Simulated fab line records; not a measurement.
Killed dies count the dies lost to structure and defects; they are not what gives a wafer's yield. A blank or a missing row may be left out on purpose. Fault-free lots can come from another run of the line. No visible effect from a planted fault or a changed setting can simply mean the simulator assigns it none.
Problem report, 8D (eight disciplines) form, completed by code || flow rit cmos || the parts of the form that need people (team, actions taken, sign-off) are left out

== 1. WHAT IS WRONG ==
killed on rim at RIT_M1_PROBE_99 reads a mean of 10.2 on 4 wafers of 2 lots; wafers without a fault read 1.6 with a standard deviation of 1.2. Relative to the usual mean, that is a shift of +7.2 standard deviations.
The first sign was on wafer L334.1 at day 7 04:38, on prober-02. At this step, 42 wafers from 14 lots have a number in the record. By rule, "out" or "out of limits" means more than 4 standard deviations away from the usual mean. The rest of the wafers with a number are treated as sound.

== 2. WHAT IT IS AND WHAT IT IS NOT ==
{"question": "which readings at this step", "is": "killed on rim, killed at front end, killed dies", "is not": "killed_at_M0_to_M3, killed open"}
{"question": "which lots", "is": "L334, L335", "is not": "L316, L317, L318, L321, L323, L324, L325, L328, L329, L330, L332, L338"}
{"question": "which wafers of those lots", "is": "L334.1, L334.6, L335.4, L335.6", "is not": "L334.5, L335.2"}
{"question": "read on which tools", "is": "prober-01, prober-02", "is not": "-"}
{"question": "when", "is": "from day 7 04:38", "is not": "up to then (33 sound wafers); but 5 sound wafers of L334, L335, L338 came after"}

== 3. WHAT RULES OUT EACH SUSPECT ==
Counting: if a tool at a process step up to the reading ran every lot that is out, it stays a suspect. Sound lots after the first of them don't rule it out here, since some wafers of a struck lot are sound.
- plasma asher-03 at RIT_NLDD_STRIP_09 (strips in O2, time 180 s): kept. Every lot that is out went through it, the first being L334 (day 6 11:44); the last sound lot it ran before that was L332 (day 6 03:32).
- Within plasma asher-03 at RIT_NLDD_STRIP_09, the wafers that are out were processed in chamber 1 and their sound lot-mates in chamber 0.
The count leaves plasma asher-03 at RIT_NLDD_STRIP_09.

== 4. THE CAUSE (what the simulator had put in) ==
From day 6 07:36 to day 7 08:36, plasma asher-03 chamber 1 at RIT_NLDD_STRIP_09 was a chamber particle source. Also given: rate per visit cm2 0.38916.
The count eliminated every tool but this one.

== 5. THE CHAIN OF EFFECTS, in route order ==
Each row: a reading where the mean over the struck wafers with a number is more than 3 standard deviations away from the usual. Scope: only readings with a usual standard deviation given in the record; hours: median across lots of the time from each lot's start at the first step in this table that gives one to its start at this step; sigmas: change in usual standard deviations.
{"hours": 0, "step": "RIT_M1_PROBE_99", "reading": "killed at front end", "usual": 7, "on struck wafers": 26, "change": "+19", "sigmas": "+5.9"}
{"hours": 0, "step": "RIT_M1_PROBE_99", "reading": "killed dies", "usual": 7, "on struck wafers": 26, "change": "+19", "sigmas": "+5.9"}
{"hours": 0, "step": "RIT_M1_PROBE_99", "reading": "killed on rim", "usual": 1.6, "on struck wafers": 10.2, "change": "+8.7", "sigmas": "+7.2"}
Its process steps:
- RIT_M1_PROBE_99

== 6. WHAT WOULD HAVE CAUGHT IT SOONER ==
21 hours passed between the start of the fault at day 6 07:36 and the first reading out of limits in this record, taken at day 7 04:38.
Tool readings at RIT_NLDD_STRIP_09 with a usual standard deviation given in the record: none out on any struck wafer, hence no alarm at a limit of 4 standard deviations on them.
By day 7 04:38, every lot that is out (2) had started RIT_NLDD_STRIP_09 on plasma asher-03. None of them would have been spared by holding the tool at that moment.
